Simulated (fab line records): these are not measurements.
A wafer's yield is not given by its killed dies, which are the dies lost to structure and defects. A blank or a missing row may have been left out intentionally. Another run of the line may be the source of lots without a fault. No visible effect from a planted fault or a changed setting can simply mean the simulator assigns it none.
Which tool was responsible? :: flow berkeley_cmos170 :: 14 lots with 42 wafers sampled at 6 steps, on a route of 331 steps

## WHAT THE GAUGES SHOWED, per wafer
UCB170_NWELL_THK_MEAS_05.
lot: L698
measured: day 2 13:17
on: film_metro-01
NWELL_NITRIDE_THK (nm): 226.5 225.5 227.1

lot: L699
measured: day 2 13:18
on: film_metro-04
NWELL_NITRIDE_THK (nm): 226.2 225.3 226.6

lot: L701
measured: day 2 21:37
on: film_metro-01
NWELL_NITRIDE_THK (nm): 224.4 225.9 224.2

lot: L702
measured: day 3 09:19
on: film_metro-03
NWELL_NITRIDE_THK (nm): 225.4 222.8 224.8

lot: L703
measured: day 3 09:19
on: film_metro-04
NWELL_NITRIDE_THK (nm): 226.3 225.8 226.3

lot: L704
measured: day 3 18:46
on: film_metro-03
NWELL_NITRIDE_THK (nm): 224.0 224.6 223.9

lot: L705
measured: day 3 23:33
on: film_metro-03
NWELL_NITRIDE_THK (nm): 221.8 223.2 222.5

lot: L706
measured: day 4 08:20
on: film_metro-03
NWELL_NITRIDE_THK (nm): 223.0 225.3 223.5

lot: L708
measured: day 4 16:05
on: film_metro-03
NWELL_NITRIDE_THK (nm): 227.3 225.4 225.6

lot: L710
measured: day 5 04:11
on: film_metro-03
NWELL_NITRIDE_THK (nm): 223.4 226.2 224.1

lot: L712
measured: day 5 04:11
on: film_metro-01
NWELL_NITRIDE_THK (nm): 224.9 225.2 224.7

lot: L711
measured: day 5 04:13
on: film_metro-04
NWELL_NITRIDE_THK (nm): 221.6 220.3 221.6

lot: L717
measured: day 6 16:23
on: film_metro-04
NWELL_NITRIDE_THK (nm): 224.8 224.8 225.6

lot: L719
measured: day 7 00:34
on: film_metro-01
NWELL_NITRIDE_THK (nm): 227.7 225.9 226.9

UCB170_GATE_OVL_MEAS_13.
lot: L698
measured: day 7 10:59
on: overlay-02
GATE_OVL (nm): -7 -8 -7

lot: L699
measured: day 7 10:58
on: overlay-02
GATE_OVL (nm): 1 1 -2

lot: L701
measured: day 7 20:07
on: overlay-02
GATE_OVL (nm): -3 4 4

lot: L702
measured: day 8 03:11
on: overlay-02
GATE_OVL (nm): 8 8 10

lot: L703
measured: day 8 03:14
on: overlay-01
GATE_OVL (nm): -5 -6 -8

lot: L704
measured: day 9 05:18
on: overlay-02
GATE_OVL (nm): 7 -8 3

lot: L705
measured: day 9 05:51
on: overlay-02
GATE_OVL (nm): -3 -6 -6

lot: L706
measured: day 9 05:58
on: overlay-01
GATE_OVL (nm): 9 4 5

lot: L708
measured: day 9 16:01
on: overlay-02
GATE_OVL (nm): -6 1 -4

lot: L710
measured: day 10 08:43
on: overlay-01
GATE_OVL (nm): 4 4 6

lot: L712
measured: day 10 09:05
on: overlay-01
GATE_OVL (nm): 3 2 3

lot: L711
measured: day 10 08:59
on: overlay-01
GATE_OVL (nm): 2 3 -2

lot: L717
measured: day 11 22:22
on: overlay-02
GATE_OVL (nm): -3 -5 -7

lot: L719
measured: day 12 10:46
on: overlay-02
GATE_OVL (nm): -1 0 1

UCB170_SDANNEAL_RS_MEAS_02: measures by four-point-probe.
lot: L698
measured: day 8 02:13
on: film_metro-04
PSD_RS (ohm/sq): 75.3 75.4 74.9

lot: L699
measured: day 8 04:23
on: film_metro-02
PSD_RS (ohm/sq): 75.4 75.4 75.8

lot: L701
measured: day 8 11:40
on: film_metro-04
PSD_RS (ohm/sq): 75.8 75.6 76.1

lot: L702
measured: day 8 19:52
on: film_metro-04
PSD_RS (ohm/sq): 76.0 76.0 75.7

lot: L703
measured: day 8 20:25
on: film_metro-02
PSD_RS (ohm/sq): 75.7 75.5 75.6

lot: L704
measured: day 9 21:12
on: film_metro-01
PSD_RS (ohm/sq): 75.2 75.2 75.2

lot: L705
measured: day 9 21:32
on: film_metro-02
PSD_RS (ohm/sq): 75.0 75.3 75.1

lot: L706
measured: day 10 00:11
on: film_metro-01
PSD_RS (ohm/sq): 75.3 75.1 75.2

lot: L708
measured: day 10 09:34
on: film_metro-02
PSD_RS (ohm/sq): 75.0 75.3 75.2

lot: L710
measured: day 11 03:25
on: film_metro-04
PSD_RS (ohm/sq): 75.3 75.6 75.3

lot: L712
measured: day 11 03:26
on: film_metro-01
PSD_RS (ohm/sq): 75.7 75.2 75.2

lot: L711
measured: day 11 03:36
on: film_metro-02
PSD_RS (ohm/sq): 76.1 76.1 76.0

lot: L717
measured: day 12 18:42
on: film_metro-02
PSD_RS (ohm/sq): 65.1 65.3 65.2

lot: L719
measured: day 13 04:38
on: film_metro-04
PSD_RS (ohm/sq): 65.6 65.7 65.5

UCB170_SDANNEAL_RS_MEAS_03: measures by four-point-probe.
lot: L698
measured: day 8 02:20
on: film_metro-04
NSD_RS (ohm/sq): 37.28 37.27 37.14

lot: L699
measured: day 8 04:31
on: film_metro-02
NSD_RS (ohm/sq): 37.12 37.15 37.21

lot: L701
measured: day 8 11:47
on: film_metro-04
NSD_RS (ohm/sq): 37.31 37.21 37.17

lot: L702
measured: day 8 19:59
on: film_metro-04
NSD_RS (ohm/sq): 37.23 37.28 37.20

lot: L703
measured: day 8 20:32
on: film_metro-02
NSD_RS (ohm/sq): 37.06 37.23 37.16

lot: L704
measured: day 9 21:19
on: film_metro-01
NSD_RS (ohm/sq): 37.26 37.22 37.15

lot: L705
measured: day 9 21:39
on: film_metro-02
NSD_RS (ohm/sq): 37.09 37.17 37.02

lot: L706
measured: day 10 00:19
on: film_metro-01
NSD_RS (ohm/sq): 36.99 37.12 37.00

lot: L708
measured: day 10 09:41
on: film_metro-02
NSD_RS (ohm/sq): 37.19 37.10 37.18

lot: L710
measured: day 11 03:32
on: film_metro-04
NSD_RS (ohm/sq): 37.13 37.23 37.25

lot: L712
measured: day 11 03:34
on: film_metro-01
NSD_RS (ohm/sq): 37.24 37.23 37.17

lot: L711
measured: day 11 03:43
on: film_metro-02
NSD_RS (ohm/sq): 37.17 37.04 37.10

lot: L717
measured: day 12 18:49
on: film_metro-02
NSD_RS (ohm/sq): 35.65 35.71 35.73

lot: L719
measured: day 13 04:45
on: film_metro-04
NSD_RS (ohm/sq): 35.77 35.64 35.65

UCB170_SDANNEAL_RS_MEAS_04: measures by four-point-probe.
lot: L698
measured: day 8 02:27
on: film_metro-04
PLDD_RS (ohm/sq): 1032 1035 1031

lot: L699
measured: day 8 04:38
on: film_metro-02
PLDD_RS (ohm/sq): 1028 1029 1027

lot: L701
measured: day 8 11:55
on: film_metro-04
PLDD_RS (ohm/sq): 1039 1040 1036

lot: L702
measured: day 8 20:07
on: film_metro-04
PLDD_RS (ohm/sq): 1029 1032 1029

lot: L703
measured: day 8 20:39
on: film_metro-02
PLDD_RS (ohm/sq): 1032 1034 1031

lot: L704
measured: day 9 21:26
on: film_metro-01
PLDD_RS (ohm/sq): 1032 1029 1031

lot: L705
measured: day 9 21:46
on: film_metro-02
PLDD_RS (ohm/sq): 1028 1027 1029

lot: L706
measured: day 10 00:26
on: film_metro-01
PLDD_RS (ohm/sq): 1034 1031 1029

lot: L708
measured: day 10 09:48
on: film_metro-02
PLDD_RS (ohm/sq): 1032 1024 1025

lot: L710
measured: day 11 03:40
on: film_metro-04
PLDD_RS (ohm/sq): 1033 1032 1035

lot: L712
measured: day 11 03:41
on: film_metro-01
PLDD_RS (ohm/sq): 1029 1028 1030

lot: L711
measured: day 11 03:50
on: film_metro-02
PLDD_RS (ohm/sq): 1029 1030 1029

lot: L717
measured: day 12 18:56
on: film_metro-02
PLDD_RS (ohm/sq): 1006 1004 1003

lot: L719
measured: day 13 04:52
on: film_metro-04
PLDD_RS (ohm/sq): 1017 1016 1013

## WHAT TOOL EACH LOT RAN ON (gives the tool, then ch and the chambers of the sampled wafers, and finally the start)
lot: L698
UCB170_SDANNEAL_RTA_01: rtp_anneal-01 ch 0, day 8 02:08

lot: L699
UCB170_SDANNEAL_RTA_01: rtp_anneal-01 ch 0, day 8 04:19

lot: L701
UCB170_SDANNEAL_RTA_01: rtp_anneal-01 ch 0, day 8 11:37

lot: L702
UCB170_SDANNEAL_RTA_01: rtp_anneal-02 ch 0, day 8 19:49

lot: L703
UCB170_SDANNEAL_RTA_01: rtp_anneal-01 ch 0, day 8 20:17

lot: L704
UCB170_SDANNEAL_RTA_01: rtp_anneal-02 ch 0, day 9 21:07

lot: L705
UCB170_SDANNEAL_RTA_01: rtp_anneal-02 ch 0, day 9 21:28

lot: L706
UCB170_SDANNEAL_RTA_01: rtp_anneal-02 ch 0, day 10 00:08

lot: L708
UCB170_SDANNEAL_RTA_01: rtp_anneal-02 ch 0, day 10 09:31

lot: L710
UCB170_SDANNEAL_RTA_01: rtp_anneal-01 ch 0, day 11 03:22

lot: L712
UCB170_SDANNEAL_RTA_01: rtp_anneal-02 ch 0, day 11 03:22

lot: L711
UCB170_SDANNEAL_RTA_01: rtp_anneal-01 ch 0, day 11 03:31

lot: L717
UCB170_SDANNEAL_RTA_01: rtp_anneal-02 ch 0, day 12 18:38

lot: L719
UCB170_SDANNEAL_RTA_01: rtp_anneal-02 ch 0, day 13 04:34
- UCB170_SDANNEAL_RTA_01: time 5 s.

## WHAT THE TOOLS THEMSELVES READ (means of the sampled wafers that have a number; where no wafer has one, the mark that the record gives instead)
UCB170_SDANNEAL_RTA_01.
lot: L698
tool: rtp_anneal-01
lamp_power_pct (%): 36
wafer_temp_C_max: 1052.5

lot: L699
tool: rtp_anneal-01
lamp_power_pct (%): 36
wafer_temp_C_max: 1052.7

lot: L701
tool: rtp_anneal-01
lamp_power_pct (%): 36
wafer_temp_C_max: 1053.1

lot: L702
tool: rtp_anneal-02
lamp_power_pct (%): 45
wafer_temp_C_max: 1055.9

lot: L703
tool: rtp_anneal-01
lamp_power_pct (%): 36
wafer_temp_C_max: 1053.7

lot: L704
tool: rtp_anneal-02
lamp_power_pct (%): 44
wafer_temp_C_max: 1055.7

lot: L705
tool: rtp_anneal-02
lamp_power_pct (%): 45
wafer_temp_C_max: 1056.0

lot: L706
tool: rtp_anneal-02
lamp_power_pct (%): 45
wafer_temp_C_max: 1055.7

lot: L708
tool: rtp_anneal-02
lamp_power_pct (%): 45
wafer_temp_C_max: 1054.5

lot: L710
tool: rtp_anneal-01
lamp_power_pct (%): 36
wafer_temp_C_max: 1052.1

lot: L712
tool: rtp_anneal-02
lamp_power_pct (%): 44
wafer_temp_C_max: 1055.3

lot: L711
tool: rtp_anneal-01
lamp_power_pct (%): 36
wafer_temp_C_max: 1052.1

lot: L717
tool: rtp_anneal-02
lamp_power_pct (%): 47
wafer_temp_C_max: 1080.3

lot: L719
tool: rtp_anneal-02
lamp_power_pct (%): 47
wafer_temp_C_max: 1080.2

## THE ANSWER, worked out from the rows above alone
Rule: the lots themselves supply what counts as usual. The widest of any qualifying gaps counts: lots, ordered by their means at a reading, are off when they make up no more than a third of the lots, leave a main group of 4 or more, and stand apart from it by 3 or more times the standard deviation of that group's means. Not used: any main group whose means are identical at the precision the tables above print for the reading. Also off: a lot with no number at a reading for which 4 or more lots have one. The other lots that the step has rows for count as sound. First the gauges in route order, then the tools' own readings, where a lot's mean is used as printed above. At the first step where some lot is off, the reading lying furthest off is the one used; lots without a number count as furthest.
Off: at UCB170_SDANNEAL_RS_MEAS_02 (PSD_RS), L717, L719. Mean 75.5 ohm/sq and standard deviation 0.31 in the main group.
If a tool, at a process step before that reading, ran all the lots that are off and no sound lot after the first of them, it fits. The gauges at UCB170_SDANNEAL_RS_MEAS_02 aren't tried: what is off there is off at UCB170_SDANNEAL_RTA_01 too, on other tools, and a gauge's error can't cause that. One candidate fits, namely rtp_anneal-02 at UCB170_SDANNEAL_RTA_01. A fault onset in the window from L712 (day 11 03:22, its last sound lot) to L717 (day 12 18:38, its first lot off) fits.
On the lots that are off, the tool's own readings at UCB170_SDANNEAL_RTA_01 differ by more than 5 times the standard deviation of the sound lots' means, which bears it out; wafer_temp_C_max reads 1080.2 there versus 1054.1 on the sound lots.

## WHAT THE SIMULATOR HAD INSERTED
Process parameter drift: rtp_anneal-02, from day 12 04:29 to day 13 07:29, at UCB170_SDANNEAL_RTA_01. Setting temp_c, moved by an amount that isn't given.
Struck lots among those shown: L717, L719. Same finding as the rule above.
